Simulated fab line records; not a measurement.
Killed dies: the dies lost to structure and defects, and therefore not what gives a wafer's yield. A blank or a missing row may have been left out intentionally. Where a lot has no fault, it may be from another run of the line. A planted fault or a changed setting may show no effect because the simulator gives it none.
fab line records	flow rit-cmos
[record] lots = 14	wafers = 42	last-day = 7
route steps=202 shown PWELL@47 PLDD@120 SPACER@129 PSD@148 M1@202
lots that met no fault: from a run of the same line without faults
start-h: hours from the record's opening day to when the first of the lot's shown wafers began	wait-h: time in hours since the lot's previous step	" same as the row above	L1.1+2: a row that stands for several wafers	- no value, or no start given	* or withheld: withheld	< > ~ a bound
route shown NAME@n: a module of which the file shows steps, and the number in the route of the first	usual: average and standard deviation across the fault-free wafers	same: alike in all rows	chamber/n: place in a boat	sites: per-site readings	_std_site: their standard deviation	_edge_site: mean of outer sites minus mean of inner sites	radius-mm: for every site, how far away it sits from the centre of the wafer	mask NAME#n: copy n	behind: the tool/chamber that last shaped the wafer	hold: reason for holding the lot/hours on hold/outcome of the hold	device: names the non-switching transistor (n, p or np)	end of line: the same wafers' tests at the end of the route	where a step has no rows: the recipe by itself	killed: count of dies lost to structure and defects at first sort (not the wafer's yield)	map: dies across one wafer; x = killed, . = not, _ = none there
set.NAME: the run value of the setting; set.NAME@STEP: its run value at that earlier step	model.NAME: the simulator's own value behind a step, which no gauge read
the route's steps for a sample of lots (tables are steps, rows are wafers)
services: from which hour (start-h, from the record's first day; less than 0 if before it) a tool's chamber was out of use, for how many hours, and why
[[steps]]
[step RIT_PWELL_IMPLANT_08]
[recipe] species = B	energy-kev = 170	dose-cm2 = 6.877e+13	tilt-deg = 7
[usual] beam-energy-keV = 170.01/0.05	tilt-deg = 7.002/0.02
lot.wafer	tool	chamber	start-h	wait-h	beam-energy-keV	tilt-deg
L309.1	implanter-02	0	23.61	0.2	169.91	6.994
L309.2	"	0	"	"	170.00	7.002
L309.4	"	0	"	"	170.06	6.994
L310.1	implanter-03	0	27.98	0.2	170.05	7.018
L310.2	"	0	"	"	170.11	7.029
L310.5	"	0	"	"	170.00	7.004
L311.2	implanter-04	0	33.11	0.2	170.05	7.007
L311.4	"	0	"	"	170.09	6.975
L311.6	"	0	"	"	170.06	7.028
L312.1	implanter-02	0	39.11	0.2	170.03	6.974
L312.3	"	0	"	"	170.02	6.995
L312.6	"	0	"	"	170.00	6.983
L313.1	implanter-04	0	43.40	0.2	169.99	6.949
L313.4	"	0	"	"	169.96	7.008
L313.6	"	0	"	"	169.90	6.956
L314.1	implanter-04	0	50.42	0.2	170.05	6.990
L314.2	"	0	"	"	170.01	7.011
L314.4	"	0	"	"	169.97	6.985
L315.1	implanter-04	0	55.25	0.2	170.05	7.007
L315.3	"	0	"	"	170.15	7.025
L315.5	"	0	"	"	170.06	7.019
L316.1	implanter-02	0	60.45	0.2	169.98	6.996
L316.3	"	0	"	"	169.98	6.982
L316.4	"	0	"	"	170.01	7.019
L319.1	implanter-03	0	75.01	0.2	163.86	7.045
L319.2	"	0	"	"	163.88	7.020
L319.5	"	0	"	"	163.85	7.003
L323.3	implanter-03	0	95.74	0.2	163.92	7.035
L323.4	"	0	"	"	163.79	7.017
L323.5	"	0	"	"	163.88	6.989
L324.3	implanter-04	0	99.96	0.2	169.97	7.016
L324.4	"	0	"	"	170.08	6.996
L324.5	"	0	"	"	169.96	6.961
L326.1	implanter-02	0	109.28	0.2	169.99	6.979
L326.3	"	0	"	"	170.01	7.007
L326.4	"	0	"	"	170.00	7.008
L328.1	implanter-04	0	119.12	0.2	169.99	6.997
L328.5	"	0	"	"	170.06	6.997
L328.6	"	0	"	"	170.08	6.982
L331.2	implanter-04	0	133.91	0.2	169.92	6.974
L331.5	"	0	"	"	169.96	6.978
L331.6	"	0	"	"	169.93	6.960
[step RIT_PLDD_OVL_MEAS_06]
[usual] PLDD_OVL = -0.5/1.2
lot.wafer	tool	chamber	start-h	wait-h	PLDD_OVL[nm]
L309.1	overlay-01	-	45.65	-	0.1
L309.2	"	-	"	"	-1.4
L309.4	"	-	"	"	0.7
L310.1	overlay-02	-	52.26	-	-1.3
L310.2	"	-	"	"	1.2
L310.5	"	-	"	"	-1.1
L311.2	overlay-02	-	55.78	-	-0.5
L311.4	"	-	"	"	-0.8
L311.6	"	-	"	"	-0.6
L312.1	overlay-02	-	62.62	-	-2.4
L312.3	"	-	"	"	1.0
L312.6	"	-	"	"	0.6
L313.1	overlay-02	-	68.86	-	-0.4
L313.4	"	-	"	"	-0.5
L313.6	"	-	"	"	0.1
L314.1	overlay-01	-	72.55	-	1.7
L314.2	"	-	"	"	-0.2
L314.4	"	-	"	"	-0.2
L315.1	overlay-02	-	79.49	-	-0.5
L315.3	"	-	"	"	0.6
L315.5	"	-	"	"	1.6
L316.1	overlay-01	-	83.01	-	2.1
L316.3	"	-	"	"	0.7
L316.4	"	-	"	"	1.4
L319.1	overlay-01	-	98.28	-	0.3
L319.2	"	-	"	"	-0.3
L319.5	"	-	"	"	1.2
L323.3	overlay-02	-	117.79	-	0.3
L323.4	"	-	"	"	-0.6
L323.5	"	-	"	"	-0.8
L324.3	overlay-01	-	120.97	-	0.3
L324.4	"	-	"	"	-1.8
L324.5	"	-	"	"	-0.1
L326.1	overlay-02	-	129.65	-	-1.2
L326.3	"	-	"	"	-2.0
L326.4	"	-	"	"	-2.6
L328.1	overlay-02	-	142.16	-	1.1
L328.5	"	-	"	"	-1.7
L328.6	"	-	"	"	-1.5
L331.2	overlay-01	-	158.88	-	0.4
L331.5	"	-	"	"	-0.8
L331.6	"	-	"	"	-0.8
[step RIT_SPACER_THK_MEAS_04]
[recipe] reads = Si3N4_of_SPACER_CVD_03
[usual] SPACER_NITRIDE_THK = 240.7/2.1
lot.wafer	tool	chamber	start-h	wait-h	SPACER_NITRIDE_THK[nm]
L309.1	film-metro-01	-	48.73	0.0	243.5
L309.2	"	-	"	"	242.9
L309.4	"	-	"	"	246.5
L310.1	film-metro-03	-	55.17	0.0	239.0
L310.2	"	-	"	"	241.5
L310.5	"	-	"	"	243.2
L311.2	film-metro-03	-	58.63	0.0	240.0
L311.4	"	-	"	"	240.1
L311.6	"	-	"	"	239.4
L312.1	film-metro-01	-	67.28	0.0	241.5
L312.3	"	-	"	"	241.9
L312.6	"	-	"	"	244.7
L313.1	film-metro-02	-	71.73	0.0	244.5
L313.4	"	-	"	"	242.8
L313.6	"	-	"	"	241.8
L314.1	film-metro-03	-	75.60	0.0	240.6
L314.2	"	-	"	"	239.6
L314.4	"	-	"	"	239.8
L315.1	film-metro-03	-	82.35	0.0	241.3
L315.3	"	-	"	"	242.3
L315.5	"	-	"	"	241.2
L316.1	film-metro-03	-	86.00	0.0	242.1
L316.3	"	-	"	"	240.7
L316.4	"	-	"	"	240.5
L319.1	film-metro-03	-	101.18	0.0	240.0
L319.2	"	-	"	"	239.4
L319.5	"	-	"	"	238.3
L323.3	film-metro-01	-	120.72	0.1	241.3
L323.4	"	-	"	"	241.0
L323.5	"	-	"	"	241.8
L324.3	film-metro-02	-	123.85	0.1	241.4
L324.4	"	-	"	"	237.5
L324.5	"	-	"	"	239.0
L326.1	film-metro-01	-	132.52	0.0	242.1
L326.3	"	-	"	"	239.3
L326.4	"	-	"	"	242.3
L328.1	film-metro-03	-	145.24	0.0	237.7
L328.5	"	-	"	"	239.4
L328.6	"	-	"	"	238.5
L331.2	film-metro-01	-	161.74	0.0	240.0
L331.5	"	-	"	"	240.0
L331.6	"	-	"	"	240.1
[step RIT_PSD_OVL_MEAS_06]
[usual] PSD_OVL = -0.7/1.3
lot.wafer	tool	chamber	start-h	wait-h	PSD_OVL[nm]
L309.1	overlay-02	-	51.30	-	-0.3
L309.2	"	-	"	"	0.9
L309.4	"	-	"	"	1.1
L310.1	overlay-01	-	57.65	-	2.8
L310.2	"	-	"	"	2.1
L310.5	"	-	"	"	1.7
L311.2	overlay-01	-	61.24	-	-1.7
L311.4	"	-	"	"	-2.6
L311.6	"	-	"	"	-0.4
L312.1	overlay-02	-	69.89	-	1.7
L312.3	"	-	"	"	0.0
L312.6	"	-	"	"	2.3
L313.1	overlay-01	-	74.57	-	-0.8
L313.4	"	-	"	"	-1.0
L313.6	"	-	"	"	-2.7
L314.1	overlay-02	-	78.45	-	0.3
L314.2	"	-	"	"	-1.6
L314.4	"	-	"	"	-2.5
L315.1	overlay-02	-	84.95	-	-2.8
L315.3	"	-	"	"	-2.6
L315.5	"	-	"	"	-2.6
L316.1	overlay-02	-	88.61	-	-2.0
L316.3	"	-	"	"	-1.6
L316.4	"	-	"	"	-1.9
L319.1	overlay-02	-	103.90	-	-0.7
L319.2	"	-	"	"	-1.3
L319.5	"	-	"	"	-0.8
L323.3	overlay-01	-	123.49	-	0.8
L323.4	"	-	"	"	0.8
L323.5	"	-	"	"	0.6
L324.3	overlay-01	-	126.57	-	-1.8
L324.4	"	-	"	"	-0.1
L324.5	"	-	"	"	-2.2
L326.1	overlay-02	-	135.13	-	-0.5
L326.3	"	-	"	"	-0.5
L326.4	"	-	"	"	-0.3
L328.1	overlay-02	-	147.84	-	-0.7
L328.5	"	-	"	"	0.6
L328.6	"	-	"	"	-0.8
L331.2	overlay-01	-	164.56	-	0.6
L331.5	"	-	"	"	0.4
L331.6	"	-	"	"	2.4
[step RIT_M1_PROBE_99]
[usual] killed-at-contacts = 0.1/0.35	killed-at-front-end = 6.9/2.8	killed-dies = 7.0/2.8	killed-open = 3.4/2	killed-short = 3.5/2.1
[same] gross-dies = 264	killed_at_M0_to_M3 = 0	killed_at_M4_up = 0	killed-at-back-side = 0	killed-at-other = 0
lot.wafer	tool	chamber	start-h	wait-h	killed-at-contacts	killed-at-front-end	killed-dies	killed-open	killed-short
L314.1	prober-02	-	86.86	0.1	0	8	8	3	5
L314.2	prober-02	-	86.91	0.1	0	0	0	0	0
L314.4	prober-02	-	87.01	0.2	0	7	7	4	3
L316.1	prober-02	-	96.98	0.1	0	6	6	3	3
L316.3	prober-02	-	97.08	0.2	0	10	10	2	8
L316.4	prober-02	-	97.13	0.2	0	6	6	3	3
L319.1	prober-01	-	112.28	0.1	0	7	7	5	2
L319.2	prober-01	-	112.33	0.1	0	12	12	8	4
L319.5	prober-01	-	112.48	0.2	0	7	7	3	4
L323.3	prober-01	-	132.05	0.2	0	12	12	5	7
L323.4	prober-01	-	132.10	0.2	0	6	6	0	6
L323.5	prober-01	-	132.15	0.2	0	4	4	2	2
L328.1	prober-01	-	159.98	0.1	0	7	7	1	6
L328.5	prober-01	-	160.18	0.2	0	7	7	3	4
L328.6	prober-01	-	160.23	0.2	0	9	9	4	5
L331.2	prober-01	-	172.84	0.1	0	6	6	4	1
L331.5	prober-01	-	172.99	0.2	0	4	4	3	1
L331.6	prober-01	-	173.04	0.2	0	2	2	1	1
// killed by level:class
L314.1 GATE:geometric-particle:short=5 GATE:geometric-particle:open=2 FOX1:geometric-particle:open=1
L314.2
L314.4 GATE:geometric-particle:open=2 SPACER:geometric-particle:short=2 FOX1:geometric-particle:open=1 GATE:geometric-particle:short=1 SPACER:geometric-particle:open=1
L316.1 GATE:geometric-particle:short=1 GATE:geometric-particle:open=1 REOX:geometric-particle:short=1 SPACER:geometric-particle:short=1 SPACER:geometric-particle:open=1 SILICIDE:geometric-particle:open=1
L316.3 GATE:geometric-particle:short=4 SILICIDE:geometric-particle:short=3 FOX1:geometric-particle:short=1 GATE:geometric-particle:open=1 SILICIDE:geometric-particle:open=1
L316.4 REOX:geometric-particle:short=2 GATE:geometric-particle:short=1 GATE:geometric-particle:open=1 REOX:geometric-particle:open=1 SPACER:geometric-particle:open=1
L319.1 GATE:geometric-particle:open=3 GATE:geometric-particle:short=2 FOX2:geometric-particle:open=1 SPACER:geometric-particle:open=1
L319.2 REOX:geometric-particle:open=3 FOX2:geometric-particle:open=2 GATE:geometric-particle:short=2 ACTIVE:geometric-particle:open=1 GATE:geometric-particle:open=1 SPACER:geometric-particle:short=1 SILICIDE:geometric-particle:open=1 SILICIDE:geometric-particle:short=1
L319.5 GATE:geometric-particle:open=1 GATE:geometric-particle:short=1 REOX:geometric-particle:short=1 SPACER:geometric-particle:short=1 SPACER:geometric-particle:open=1 SILICIDE:geometric-particle:open=1 SILICIDE:geometric-particle:short=1
L323.3 FOX1:geometric-particle:open=3 GATE:geometric-particle:short=2 FOX1:geometric-particle:short=1 FOX2:geometric-particle:short=1 GATE:geometric-particle:open=1 REOX:geometric-particle:open=1 REOX:geometric-particle:short=1 SPACER:geometric-particle:short=1
L323.4 GATE:geometric-particle:short=5 SILICIDE:geometric-particle:short=1
L323.5 FOX1:geometric-particle:open=1 GATE:geometric-particle:open=1 GATE:geometric-particle:short=1 REOX:geometric-particle:short=1
L328.1 GATE:geometric-particle:short=3 FOX1:geometric-particle:short=1 REOX:geometric-particle:short=1 SPACER:geometric-particle:open=1 SPACER:geometric-particle:short=1
L328.5 GATE:geometric-particle:open=3 FOX1:geometric-particle:short=2 GATE:geometric-particle:short=1 SPACER:geometric-particle:short=1
L328.6 GATE:geometric-particle:short=3 GATE:geometric-particle:open=3 FOX1:geometric-particle:short=1 FOX1:geometric-particle:open=1 REOX:geometric-particle:short=1
L331.2 GATE:geometric-particle:open=2 FOX1:geometric-particle:open=1 SPACER:geometric-particle:open=1 FOX2:geometric-particle:short=1 NWELL:coat-microbubble-printed=1
L331.5 GATE:geometric-particle:open=3 SPACER:geometric-particle:short=1
L331.6 SPACER:geometric-particle:short=1 SILICIDE:geometric-particle:open=1
[[services]]
tool	chamber	start-h	hours	kind
implanter-03	-	20.40	0.9	repair
implanter-04	-	23.82	0.7	repair
implanter-03	-	88.29	0.5	repair
implanter-04	-	95.14	2.7	repair
implanter-04	-	115.71	2.6	repair
implanter-03	-	128.69	2.9	repair
[[key]]
[first-sign] step = RIT_PWELL_IMPLANT_08	reading = beam-energy-keV	direction = down	sigmas = 99+	usual = 170.01	struck = 163.86
effect none on later readings
met-at RIT_PWELL_IMPLANT_08
struck-lots L319,L323
tester-left-out L319,L323
not-acting-at RIT_PLDD_OVL_MEAS_06,RIT_SPACER_THK_MEAS_04,RIT_PSD_OVL_MEAS_06
onset-between 27.98 75.01
[fault] kind = process-parameter-drift	tool = implanter-03	chamber = -	onset-h = 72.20	steps = RIT_PWELL_IMPLANT_08	channel = energy-kev	offset = -6.1681	shape = step	end-h = 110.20	acts-in = these-recipes-only	stated = 170
// tester-left-out: of these lots the tester's yield and bins aren't shown, on N5 and GAA mostly nor the transistor test; their killed dies are dies lost to structure and defects alone, not to doping, threshold or leakage, so they don't give the yield
